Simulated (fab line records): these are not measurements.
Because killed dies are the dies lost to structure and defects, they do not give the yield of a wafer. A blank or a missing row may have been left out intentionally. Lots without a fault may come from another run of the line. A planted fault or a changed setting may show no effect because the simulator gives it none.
One fault through the eyes of 2 desks | flow rit_cmos | numbers are kept per desk, each desk with only its own; the story behind them comes last

## DESK OF THE TOOL OWNER: furnace-03
The tool's own readings at RIT_GATE_OXIDATION_05 (target thk 3 nm, ox time 270 s): means of the sampled wafers that have a number, for each lot that ran on this tool. A lot is out of limits, marked OUT, if its mean lies more than 4 standard deviations from the usual mean; the brackets give that distance.
Columns: A = ox_temp_c_max at RIT_GATE_OXIDATION_05, usual 897.9; B = spike_tc_load_C at RIT_GATE_OXIDATION_05, usual 919.6 C; C = zone_power_centre_pct at RIT_GATE_OXIDATION_05, usual 42.9 %
lot  | first seen here | A     | B     | C
L350 | day 3 18:46     | 896.5 | 920.1 | 44.6
L351 | day 4 06:27     | 896.6 | 920.6 | 44.5
L355 | day 4 21:50     | 897.0 | 919.8 | 44.6
L356 | day 4 22:55     | 897.0 | 921.0 | 45.0
L357 | day 5 05:53     | 896.2 | 919.1 | 44.5
L360 | day 5 21:20     | 896.8 | 919.6 | 44.4
Finding of this desk: none of the 6 lots has anything out of limits.

## AT THE METROLOGY DESK
Lot by lot, what the gauges showed, no matter which tool ran the lot: averages of those sampled wafers that carry a number. A lot is out of limits, marked OUT, if its mean lies more than 4 standard deviations from the usual mean; the brackets give that distance.
Columns: A = GATE_OXIDE_THK at RIT_GATE_THK_MEAS_07, usual 2.77 nm; B = NLDD_OVL at RIT_NLDD_OVL_MEAS_06, usual 0.3 nm; C = SILICIDE_TI_THK at RIT_SILICIDE_THK_MEAS_03, usual 29.42 nm
lot  | first seen here | A              | B    | C
L345 | day 2 22:50     | 2.76           | 0.9  | 29.34
L346 | day 3 00:11     | 2.83           | -0.1 | 29.44
L349 | day 3 20:05     | 2.80           | 1.8  | 29.82
L350 | day 3 20:21     | 2.72           | 0.1  | 29.67
L351 | day 4 08:55     | 2.75           | -1.1 | 29.65
L352 | day 4 11:01     | 2.81           | -0.6 | 29.24
L353 | day 4 16:59     | 2.75           | -0.1 | 29.38
L355 | day 4 23:39     | 2.80           | -0.0 | 29.21
L356 | day 5 01:13     | 2.78           | 2.2  | 29.21
L357 | day 5 10:47     | 3.75 (+18) OUT | 1.4  | 29.41
L358 | day 5 17:27     | 2.84           | 1.1  | 29.51
L360 | day 5 22:40     | 3.70 (+17) OUT | 1.2  | 29.51
L361 | day 6 11:07     | 2.72           | 0.0  | 29.27
L366 | day 7 16:14     | 2.74           | -1.4 | 29.25
This desk reports L357, L360 out of limits; the earliest was L357 at day 5 10:47 (GATE_OXIDE_THK at RIT_GATE_THK_MEAS_07). L345, L346, L349, L350, L351, L352, L353, L355, L356, L358, L361, L366: within limits.

## TAKEN TOGETHER
L357, L360 would have let the metrology desk raise an alarm at day 5 10:47.
Nothing out of limits was seen by the tool owner's desk.
The tool owner's desk has L357, L360 on record, within its limits.
The lots listed all ran RIT_GATE_OXIDATION_05 on furnace-03.

## WHAT WAS PUT IN BY THE SIMULATOR
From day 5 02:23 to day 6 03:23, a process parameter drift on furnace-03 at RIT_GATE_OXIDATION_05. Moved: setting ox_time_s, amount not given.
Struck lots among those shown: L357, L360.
Hours from the fault's start to each desk's first reading out of limits: the metrology desk, 8.
